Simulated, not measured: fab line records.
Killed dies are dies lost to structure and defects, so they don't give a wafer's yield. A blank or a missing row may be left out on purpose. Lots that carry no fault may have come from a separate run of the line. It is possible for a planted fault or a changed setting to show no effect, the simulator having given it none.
fab line records	flow rit_cmos
record: lots: 14	wafers: 42	last_day: 7
route steps=202 shown ACTIVE@3 NWELL@36 PWELL@48 NRETRO@63 M1@202
lots with no fault: from the same line, run without faults
start_h: start of the lot's first displayed wafer, in hours after the record's first day	wait_h: how many hours have passed since the lot's step before this one	" unchanged from the row above	L1.1+2: several wafers, shown together as one row	- value missing, or start not given	* or withheld: withheld	< > ~ a bound
route shown NAME@n: a module of which the file shows steps, and the number in the route of the first	usual: mean/standard deviation of fault-free wafers	same: alike in all rows	chamber/n: place in a boat	sites: each site's reading	_std_site: standard deviation of those values	_edge_site: outer sites' mean less inner sites'	radius_mm: for every site, how far away it sits from the centre of the wafer	mask NAME#n: copy n	behind: the last tool/chamber to shape the wafer	hold: cause of the lot's hold/its duration in hours/its outcome	device: the transistor (n, p or np) that didn't switch	end of line: tests run on the same wafers once the route is complete	a step without rows: its recipe alone	killed: dies that structure and defects cost at the first sort, which is not the same as the wafer's yield	map: a wafer's dies, x killed, . not, _ none there
set.NAME: the setting as run; set.NAME@STEP: as run at that earlier step	model.NAME: the simulator's own value behind a step, which no gauge read
the route's steps for a sample of lots (tables are steps, rows are wafers)
services: from which hour (start_h, from the record's first day; less than 0 if before it) a tool's chamber was out of use, for how many hours, and why
== steps ==
step: RIT_ACTIVE_THK_MEAS_02
recipe: reads: SiO2_of_ACTIVE_OXIDATION_01
usual: ACTIVE_OXIDE_THK: 46.6/0.79
lot.wafer	tool	chamber	start_h	wait_h	ACTIVE_OXIDE_THK[nm]
L463.1	film_metro-03	-	17.05	0.0	46.8
L463.2	"	-	"	"	47.1
L463.4	"	-	"	"	45.8
L464.2	film_metro-03	-	22.07	0.0	46.8
L464.3	"	-	"	"	46.4
L464.5	"	-	"	"	46.4
L465.1	film_metro-02	-	27.05	0.0	46.4
L465.4	"	-	"	"	47.7
L465.6	"	-	"	"	47.4
L466.1	film_metro-01	-	32.05	0.0	45.8
L466.2	"	-	"	"	46.1
L466.6	"	-	"	"	45.9
L468.1	film_metro-02	-	42.05	0.0	46.7
L468.3	"	-	"	"	47.7
L468.5	"	-	"	"	47.4
L469.2	film_metro-01	-	47.62	0.0	48.0
L469.5	"	-	"	"	47.8
L469.6	"	-	"	"	47.0
L472.2	film_metro-02	-	62.06	0.0	46.3
L472.4	"	-	"	"	46.0
L472.6	"	-	"	"	46.2
L473.3	film_metro-02	-	67.07	0.0	46.3
L473.5	"	-	"	"	45.6
L473.6	"	-	"	"	47.1
L474.2	film_metro-03	-	72.06	0.0	46.3
L474.5	"	-	"	"	46.0
L474.6	"	-	"	"	46.2
L475.1	film_metro-01	-	78.13	0.0	46.8
L475.2	"	-	"	"	47.0
L475.6	"	-	"	"	47.7
L477.1	film_metro-01	-	87.38	0.0	47.9
L477.2	"	-	"	"	48.2
L477.6	"	-	"	"	48.2
L478.2	film_metro-03	-	92.06	0.0	46.2
L478.3	"	-	"	"	45.7
L478.5	"	-	"	"	46.3
L484.2	film_metro-02	-	122.06	0.0	46.3
L484.3	"	-	"	"	45.1
L484.6	"	-	"	"	46.2
L485.2	film_metro-02	-	127.06	0.0	45.6
L485.4	"	-	"	"	45.3
L485.6	"	-	"	"	45.6
step: RIT_NWELL_IMPLANT_08
recipe: species: P	energy_kev: 170	dose_cm2: 5e+13	tilt_deg: 7
usual: dose_ions_cm2: 5e+13/4.6e+10	end_station_pressure_torr: 5.11e-06/2.6e-07	faraday_current_uA: 159/3.3
lot.wafer	tool	chamber	start_h	wait_h	dose_ions_cm2	end_station_pressure_torr	faraday_current_uA
L463.1	implanter-04	0	26.06	0.2	4.989e+13	5.5e-06	158
L463.2	"	0	"	"	4.995e+13	4.89e-06	156
L463.4	"	0	"	"	5.003e+13	5.62e-06	156
L464.2	implanter-03	0	32.27	0.2	5.006e+13	5.32e-06	160
L464.3	"	0	"	"	5e+13	5.3e-06	155
L464.5	"	0	"	"	5.004e+13	5.02e-06	161
L465.1	implanter-01	0	37.05	0.2	4.999e+13	5.03e-06	162
L465.4	"	0	"	"	5.009e+13	4.9e-06	156
L465.6	"	0	"	"	4.999e+13	4.73e-06	159
L466.1	implanter-01	0	40.62	0.2	5.003e+13	5.22e-06	154
L466.2	"	0	"	"	5.001e+13	4.9e-06	163
L466.6	"	0	"	"	5.003e+13	4.7e-06	159
L468.1	implanter-01	0	51.80	0.2	4.999e+13	5.22e-06	164
L468.3	"	0	"	"	4.993e+13	5.68e-06	154
L468.5	"	0	"	"	4.992e+13	5.18e-06	154
L469.2	implanter-04	0	56.39	0.2	5.006e+13	5.39e-06	159
L469.5	"	0	"	"	5e+13	5.23e-06	163
L469.6	"	0	"	"	5.009e+13	5.61e-06	158
L472.2	implanter-03	0	70.92	0.2	4.997e+13	5.08e-06	160
L472.4	"	0	"	"	4.998e+13	4.92e-06	163
L472.6	"	0	"	"	4.997e+13	4.83e-06	160
L473.3	implanter-04	0	78.22	0.2	5.004e+13	5.59e-06	153
L473.5	"	0	"	"	4.999e+13	4.88e-06	159
L473.6	"	0	"	"	5.007e+13	4.49e-06	158
L474.2	implanter-04	0	81.58	0.2	4.995e+13	4.82e-06	159
L474.5	"	0	"	"	4.997e+13	5.62e-06	158
L474.6	"	0	"	"	4.99e+13	5.18e-06	157
L475.1	implanter-03	0	86.73	0.2	3.179e+13	5.26e-06	104
L475.2	"	0	"	"	3.171e+13	5.23e-06	102
L475.6	"	0	"	"	3.169e+13	4.95e-06	98
L477.1	implanter-04	0	97.18	0.2	5.006e+13	4.73e-06	160
L477.2	"	0	"	"	5e+13	5.24e-06	160
L477.6	"	0	"	"	4.996e+13	5.48e-06	159
L478.2	implanter-03	0	100.56	0.2	3.168e+13	4.63e-06	101
L478.3	"	0	"	"	3.167e+13	4.93e-06	101
L478.5	"	0	"	"	3.164e+13	5.43e-06	101
L484.2	implanter-01	0	131.03	0.2	4.995e+13	4.91e-06	159
L484.3	"	0	"	"	4.995e+13	5.35e-06	163
L484.6	"	0	"	"	5.001e+13	5.01e-06	163
L485.2	implanter-04	0	135.97	0.2	5.006e+13	4.98e-06	164
L485.4	"	0	"	"	4.999e+13	5.28e-06	157
L485.6	"	0	"	"	5.008e+13	5.17e-06	159
step: RIT_NWELL_TW_MEAS_10
usual: NWELL_TW: 2135/17
lot.wafer	tool	chamber	start_h	wait_h	NWELL_TW
L463.1	film_metro-04	-	26.39	0.1	2140
L463.2	"	-	"	"	2128
L463.4	"	-	"	"	2135
L464.2	film_metro-03	-	32.58	0.1	2110
L464.3	"	-	"	"	2101
L464.5	"	-	"	"	2108
L465.1	film_metro-04	-	37.38	0.1	2140
L465.4	"	-	"	"	2135
L465.6	"	-	"	"	2136
L466.1	film_metro-03	-	40.94	0.1	2121
L466.2	"	-	"	"	2112
L466.6	"	-	"	"	2118
L468.1	film_metro-04	-	52.13	0.1	2131
L468.3	"	-	"	"	2132
L468.5	"	-	"	"	2124
L469.2	film_metro-04	-	56.70	0.1	2131
L469.5	"	-	"	"	2131
L469.6	"	-	"	"	2139
L472.2	film_metro-01	-	71.23	0.1	2158
L472.4	"	-	"	"	2166
L472.6	"	-	"	"	2164
L473.3	film_metro-01	-	78.51	0.1	2171
L473.5	"	-	"	"	2169
L473.6	"	-	"	"	2160
L474.2	film_metro-04	-	81.89	0.1	2145
L474.5	"	-	"	"	2131
L474.6	"	-	"	"	2143
L475.1	film_metro-01	-	87.06	0.1	1858
L475.2	"	-	"	"	1858
L475.6	"	-	"	"	1872
L477.1	film_metro-03	-	97.51	0.1	2120
L477.2	"	-	"	"	2119
L477.6	"	-	"	"	2100
L478.2	film_metro-03	-	100.87	0.1	1832
L478.3	"	-	"	"	1823
L478.5	"	-	"	"	1832
L484.2	film_metro-01	-	131.34	0.1	2142
L484.3	"	-	"	"	2152
L484.6	"	-	"	"	2157
L485.2	film_metro-01	-	136.28	0.1	2145
L485.4	"	-	"	"	2134
L485.6	"	-	"	"	2149
step: RIT_PWELL_STRIP_09
recipe: chemistry: O2	time_s: 180	resist: NOVOLAK	platen_temp_c: withheld	power_w: 500	pressure_mtorr: 4000	o2_flow_sccm: 4000
usual: chamber_pressure_mTorr: 3999/3.4	drypump_motor_current_A: 5.5/0.36
lot.wafer	tool	chamber	start_h	wait_h	chamber_pressure_mTorr	drypump_motor_current_A	rf_hours_counter_h
L463.1	plasma_asher-04	1	27.78	0.1	4002	5.6	39
L463.2	"	0	"	"	4007	5.8	39
L463.4	"	1	"	"	3998	5.5	-
L464.2	plasma_asher-02	0	34.07	0.1	3998	5.3	39
L464.3	"	1	"	"	4003	5.7	-
L464.5	"	0	"	"	3997	5.3	-
L465.1	plasma_asher-04	1	38.80	0.1	3997	5.5	40
L465.4	"	1	"	"	3997	5.6	-
L465.6	"	0	"	"	3997	5.8	-
L466.1	plasma_asher-04	1	42.32	0.1	3998	5.5	41
L466.2	"	0	"	"	3997	5.8	41
L466.6	"	0	"	"	3998	5.8	-
L468.1	plasma_asher-04	0	53.81	0.1	3999	5.8	42
L468.3	"	1	"	"	3998	5.5	-
L468.5	"	1	"	"	4003	5.5	-
L469.2	plasma_asher-03	1	58.25	0.1	4005	5.7	42
L469.5	"	1	"	"	3997	5.7	-
L469.6	"	0	"	"	4004	4.8	-
L472.2	plasma_asher-03	1	72.72	0.1	4006	5.7	44
L472.4	"	0	"	"	3998	4.8	-
L472.6	"	1	"	"	4001	5.7	-
L473.3	plasma_asher-03	1	80.19	0.1	4003	5.7	-
L473.5	"	0	"	"	3997	4.8	-
L473.6	"	1	"	"	3998	5.7	-
L474.2	plasma_asher-03	1	83.48	0.1	4002	5.7	45
L474.5	"	1	"	"	3996	5.7	-
L474.6	"	0	"	"	4003	4.8	-
L475.1	plasma_asher-03	0	88.56	0.1	3996	4.8	46
L475.2	"	1	"	"	4001	5.7	46
L475.6	"	1	"	"	3999	5.7	-
L477.1	plasma_asher-02	0	98.89	0.1	3999	5.3	47
L477.2	"	1	"	"	4002	5.7	47
L477.6	"	0	"	"	3990	5.3	-
L478.2	plasma_asher-02	0	102.24	0.1	3996	5.3	47
L478.3	"	1	"	"	4003	5.8	-
L478.5	"	0	"	"	3999	5.3	-
L484.2	plasma_asher-02	1	132.71	0.1	3999	5.7	51
L484.3	"	1	"	"	4001	5.7	-
L484.6	"	0	"	"	4003	5.3	-
L485.2	plasma_asher-04	0	137.65	0.1	4002	5.7	2
L485.4	"	1	"	"	4003	5.5	-
L485.6	"	1	"	"	3994	5.6	-
step: RIT_WELLDRIVE_RS_MEAS_01
recipe: thk_meas_gauge: four-point-probe
usual: NWELL_RS: 275.2/0.72
lot.wafer	tool	chamber	start_h	wait_h	NWELL_RS[ohm/sq]
L463.1	film_metro-03	-	33.21	0.0	275.3
L463.2	"	-	"	"	274.1
L463.4	"	-	"	"	275.1
L464.2	film_metro-01	-	39.41	0.0	275.2
L464.3	"	-	"	"	275.5
L464.5	"	-	"	"	275.5
L465.1	film_metro-01	-	44.12	0.0	275.2
L465.4	"	-	"	"	275.9
L465.6	"	-	"	"	275.9
L466.1	film_metro-01	-	49.20	0.0	274.8
L466.2	"	-	"	"	275.5
L466.6	"	-	"	"	275.1
L468.1	film_metro-04	-	59.12	0.0	274.2
L468.3	"	-	"	"	274.9
L468.5	"	-	"	"	274.6
L469.2	film_metro-04	-	63.59	0.0	275.8
L469.5	"	-	"	"	275.8
L469.6	"	-	"	"	275.0
L472.2	film_metro-04	-	78.06	0.0	273.2
L472.4	"	-	"	"	273.4
L472.6	"	-	"	"	274.3
L473.3	film_metro-01	-	85.49	0.0	274.2
L473.5	"	-	"	"	275.7
L473.6	"	-	"	"	274.8
L474.2	film_metro-01	-	89.61	0.0	274.5
L474.5	"	-	"	"	273.6
L474.6	"	-	"	"	274.8
L475.1	film_metro-01	-	93.92	0.0	367.9
L475.2	"	-	"	"	368.2
L475.6	"	-	"	"	364.7
L477.1	film_metro-04	-	104.40	0.0	275.5
L477.2	"	-	"	"	275.6
L477.6	"	-	"	"	276.0
L478.2	film_metro-01	-	107.72	0.0	365.4
L478.3	"	-	"	"	365.3
L478.5	"	-	"	"	364.5
L484.2	film_metro-04	-	138.04	0.0	274.6
L484.3	"	-	"	"	275.3
L484.6	"	-	"	"	274.3
L485.2	film_metro-03	-	142.99	0.0	274.7
L485.4	"	-	"	"	275.4
L485.6	"	-	"	"	275.2
step: RIT_NRETRO_TW_MEAS_10
usual: NRETRO_TW: 1046/10
lot.wafer	tool	chamber	start_h	wait_h	NRETRO_TW
L463.1	film_metro-01	-	35.07	0.1	1065
L463.2	"	-	"	"	1059
L463.4	"	-	"	"	1065
L464.2	film_metro-01	-	41.26	0.1	1064
L464.3	"	-	"	"	1062
L464.5	"	-	"	"	1062
L465.1	film_metro-02	-	45.98	0.1	1043
L465.4	"	-	"	"	1041
L465.6	"	-	"	"	1038
L466.1	film_metro-02	-	51.02	0.1	1042
L466.2	"	-	"	"	1042
L466.6	"	-	"	"	1045
L468.1	film_metro-03	-	60.98	0.1	1039
L468.3	"	-	"	"	1035
L468.5	"	-	"	"	1038
L469.2	film_metro-01	-	65.34	0.1	1056
L469.5	"	-	"	"	1057
L469.6	"	-	"	"	1054
L472.2	film_metro-01	-	79.91	0.1	1058
L472.4	"	-	"	"	1061
L472.6	"	-	"	"	1058
L473.3	film_metro-02	-	87.20	0.1	1033
L473.5	"	-	"	"	1040
L473.6	"	-	"	"	1042
L474.2	film_metro-03	-	91.40	0.1	1045
L474.5	"	-	"	"	1049
L474.6	"	-	"	"	1042
L475.1	film_metro-02	-	95.65	0.1	1046
L475.2	"	-	"	"	1041
L475.6	"	-	"	"	1036
L477.1	film_metro-02	-	106.26	0.1	1034
L477.2	"	-	"	"	1037
L477.6	"	-	"	"	1041
L478.2	film_metro-02	-	109.56	0.1	1037
L478.3	"	-	"	"	1043
L478.5	"	-	"	"	1042
L484.2	film_metro-02	-	139.89	0.1	1042
L484.3	"	-	"	"	1046
L484.6	"	-	"	"	1043
L485.2	film_metro-03	-	144.89	0.1	1037
L485.4	"	-	"	"	1040
L485.6	"	-	"	"	1034
step: RIT_M1_PROBE_99
usual: killed_at_contacts: 0.1/0.31	killed_at_front_end: 7/3.2	killed_dies: 7/3.2	killed_open: 3.6/2.1	killed_short: 3.5/2.1
same: gross_dies: 264	killed_at_M0_to_M3: 0	killed_at_M4_up: 0	killed_at_back_side: 0	killed_at_other: 0
lot.wafer	tool	chamber	start_h	wait_h	killed_at_contacts	killed_at_front_end	killed_dies	killed_open	killed_short
L465.1	prober-02	-	73.67	0.1	0	2	2	2	0
L465.4	prober-02	-	73.82	0.2	1	6	7	2	5
L465.6	prober-02	-	73.92	0.2	0	5	5	1	4
L466.1	prober-02	-	77.95	0.1	0	11	11	7	4
L466.2	prober-02	-	78.00	0.1	0	5	5	2	3
L466.6	prober-02	-	78.20	0.2	0	6	6	2	4
L472.2	prober-02	-	106.77	0.1	0	15	15	10	5
L472.4	prober-02	-	106.87	0.2	1	7	8	0	8
L472.6	prober-02	-	106.97	0.2	0	12	12	8	4
L475.1	prober-01	-	123.67	0.1	0	7	7	3	4
L475.2	prober-01	-	123.72	0.1	0	5	5	2	3
L475.6	prober-01	-	123.92	0.2	0	9	9	2	7
L477.1	prober-01	-	132.82	0.1	0	3	3	1	2
L477.2	prober-01	-	132.87	0.1	0	8	8	4	4
L477.6	prober-01	-	133.07	0.2	0	7	7	5	2
killed by level:class
L465.1 GATE:geometric_particle:open=1 SPACER:geometric_particle:open=1
L465.4 FOX1:geometric_particle:open=1 FOX1:geometric_particle:short=1 GATE:geometric_particle:short=1 REOX:geometric_particle:open=1 SPACER:geometric_particle:short=1 SILICIDE:geometric_particle:short=1 CONTACT:geometric_particle:short=1
L465.6 GATE:geometric_particle:short=2 FOX1:geometric_particle:open=1 SILICIDE:geometric_particle:short=1 SPACER:geometric_particle:short=1
L466.1 SPACER:geometric_particle:open=4 REOX:geometric_particle:open=2 SPACER:geometric_particle:short=2 SILICIDE:geometric_particle:short=2 GATE:geometric_particle:open=1
L466.2 SILICIDE:geometric_particle:short=2 FOX1:geometric_particle:open=1 GATE:geometric_particle:short=1 SPACER:geometric_particle:open=1
L466.6 REOX:geometric_particle:open=2 SILICIDE:geometric_particle:short=2 REOX:geometric_particle:short=1 SPACER:geometric_particle:short=1
L472.2 GATE:geometric_particle:open=6 GATE:geometric_particle:short=5 REOX:geometric_particle:open=2 FOX1:geometric_particle:open=1 SILICIDE:geometric_particle:open=1
L472.4 REOX:geometric_particle:short=3 FOX1:geometric_particle:short=2 SILICIDE:geometric_particle:short=2 CONTACT:geometric_particle:short=1
L472.6 GATE:geometric_particle:open=2 REOX:geometric_particle:open=2 SPACER:geometric_particle:short=2 SPACER:geometric_particle:open=2 FOX1:geometric_particle:open=1 FOX1:geometric_particle:short=1 REOX:geometric_particle:short=1 SILICIDE:geometric_particle:open=1
L475.1 GATE:geometric_particle:short=2 GATE:geometric_particle:open=2 SPACER:geometric_particle:short=2 SPACER:geometric_particle:open=1
L475.2 FOX1:geometric_particle:open=2 GATE:geometric_particle:short=2 SPACER:geometric_particle:short=1
L475.6 SPACER:geometric_particle:short=3 FOX1:geometric_particle:short=2 FOX1:geometric_particle:open=1 FOX2:geometric_particle:open=1 GATE:geometric_particle:short=1 REOX:geometric_particle:short=1
L477.1 GATE:geometric_particle:short=2 FOX1:geometric_particle:open=1
L477.2 GATE:geometric_particle:open=3 FOX1:geometric_particle:open=1 FOX1:geometric_particle:short=1 FOX2:geometric_particle:short=1 GATE:geometric_particle:short=1 SPACER:geometric_particle:short=1
L477.6 GATE:geometric_particle:open=4 GATE:geometric_particle:short=1 SILICIDE:geometric_particle:open=1 SILICIDE:geometric_particle:short=1
== services ==
tool	chamber	start_h	hours	kind
implanter-04	-	4.26	6.0	repair
plasma_asher-03	-	6.39	0.4	repair
plasma_asher-03	-	9.13	2.8	pm
implanter-01	-	19.52	6.7	repair
implanter-04	-	26.49	6.9	pm
implanter-04	-	37.59	0.6	repair
plasma_asher-04	-	54.47	2.2	repair
plasma_asher-04	-	108.75	9.0	pm
plasma_asher-04	0	108.75	9.0	vent_cycle
plasma_asher-04	1	108.75	9.0	vent_cycle
implanter-03	-	115.19	9.1	pm
plasma_asher-04	0	117.75	-	clean
plasma_asher-04	1	117.75	-	clean
implanter-04	-	118.21	3.3	pm
plasma_asher-02	-	122.05	2.1	repair
implanter-04	-	123.72	1.7	repair
implanter-03	-	131.97	2.2	repair
implanter-03	-	134.20	3.1	pm
== key ==
first_sign: step: RIT_NWELL_IMPLANT_08	reading: dose_ions_cm2	direction: down	sigmas: 99+	usual: 5e+13	struck: 3.17e+13
effect: step: RIT_NWELL_IMPLANT_08	reading: faraday_current_uA	direction: down	sigmas: 18	usual: 159	struck: 101
effect: step: RIT_NWELL_TW_MEAS_10	reading: NWELL_TW	direction: down	sigmas: 17	usual: 2135	struck: 1846
effect: step: RIT_WELLDRIVE_RS_MEAS_01	reading: NWELL_RS	direction: up	sigmas: 99+	usual: 275.2	struck: 366.0
met_at RIT_NWELL_IMPLANT_08
struck_lots L475,L478
tester_left_out L475,L478
not_acting_at RIT_ACTIVE_THK_MEAS_02,RIT_PWELL_STRIP_09,RIT_NRETRO_TW_MEAS_10
onset_between 70.92 86.73
fault: kind: process_parameter_drift	tool: implanter-03	chamber: -	onset_h: 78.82	steps: RIT_NWELL_IMPLANT_08	channel: dose_cm2	offset: -1.8309e+13	shape: step	end_h: 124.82	acts_in: these_recipes_only	stated: 5e+13
tester_left_out: of these lots the tester's yield and bins aren't shown, on N5 and GAA mostly nor the transistor test; their killed dies are dies lost to structure and defects alone, not to doping, threshold or leakage, so they don't give the yield
